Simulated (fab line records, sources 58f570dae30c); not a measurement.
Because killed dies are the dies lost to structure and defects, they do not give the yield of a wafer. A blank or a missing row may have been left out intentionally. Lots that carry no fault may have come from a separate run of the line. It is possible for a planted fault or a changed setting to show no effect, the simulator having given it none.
Problem report in the 8D (eight disciplines) form, filled by code    flow berkeleyCmos170    the parts of the form that need people (team, actions taken, sign-off) are left out

## 1. WHAT WENT WRONG
Mean of spikeTcCentreC at UCB170_WELLDRIVE_OXIDATION_01: 1130.0 C across 6 wafers in 2 lots; on wafers with no fault it is 1102.4 C (standard deviation 1). Relative to the usual mean, that is a shift of +28 standard deviations.
The step: target thk 199 nm, ox time 9000 s.
First seen on wafer L882.1, day 6 03:38, on furnace-04. Wafers with a number at this step in the record: 42, from 14 lots. Rule for "out", or "out of limits": more than 4 standard deviations from the usual mean. Any other wafer with a number is counted as sound.

## 2. WHAT IT IS; WHAT IT IS NOT
question                     is                                  is not
which readings at this step  spikeTcCentreC, zonePowerCentrePct  -
which lots                   L882, L883                          L872, L874, L875, L879, L880, L881, L887, L889, L891, L892, L893, L894
which wafers of those lots   all that have a number              -
read on which tools          furnace-04                          furnace-01, furnace-02
when                         from day 6 03:38                    up to then (18 sound wafers); but 18 sound wafers of L887, L889, L891, L892, L893, L894 came after

## 3. SUSPECTS, AND WHAT RULES EACH OUT
Counting: a tool at any process step up to the reading remains a suspect when it ran all the lots that are out and ran no sound lot after the first of those.
- furnace-04 at UCB170_WELLDRIVE_OXIDATION_01 (target thk 199 nm, ox time 9000 s): kept. All lots that are out passed through it, beginning with L882 at day 6 03:38, and no sound lot followed; its final sound lot before that point was L879 at day 5 19:47. Its own readings are out on those wafers: spikeTcCentreC, zonePowerCentrePct.
Left after counting: furnace-04 at UCB170_WELLDRIVE_OXIDATION_01.

## 4. THE CAUSE (what the simulator had put in)
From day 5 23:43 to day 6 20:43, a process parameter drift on furnace-04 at UCB170_WELLDRIVE_OXIDATION_01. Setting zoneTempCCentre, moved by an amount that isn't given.
The count eliminated every tool but this one.

## 5. THE EFFECT CHAIN, in route order
One row per reading whose mean, taken over the struck wafers that have a number, lies over 3 standard deviations from the usual. Scope: only readings with a usual standard deviation given in the record; hours: median across lots of the time from each lot's start at the first step in this table that gives one to its start at this step; sigmas: change in usual standard deviations.
hours  step                           reading             usual     on struck wafers  change  sigmas
0      UCB170_WELLDRIVE_OXIDATION_01  spikeTcCentreC      1102.4 C  1130.0            +27.6   +28
0      UCB170_WELLDRIVE_OXIDATION_01  zonePowerCentrePct  51.3 %    66.3              +15.0   +5.4
The process steps in it:
- UCB170_WELLDRIVE_OXIDATION_01: target thk 199 nm, ox time 9000 s.

## 6. WHAT WOULD HAVE CAUGHT IT SOONER
The fault began at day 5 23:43; the first out-of-limits reading in this record came at day 6 03:38, 4 hours later.
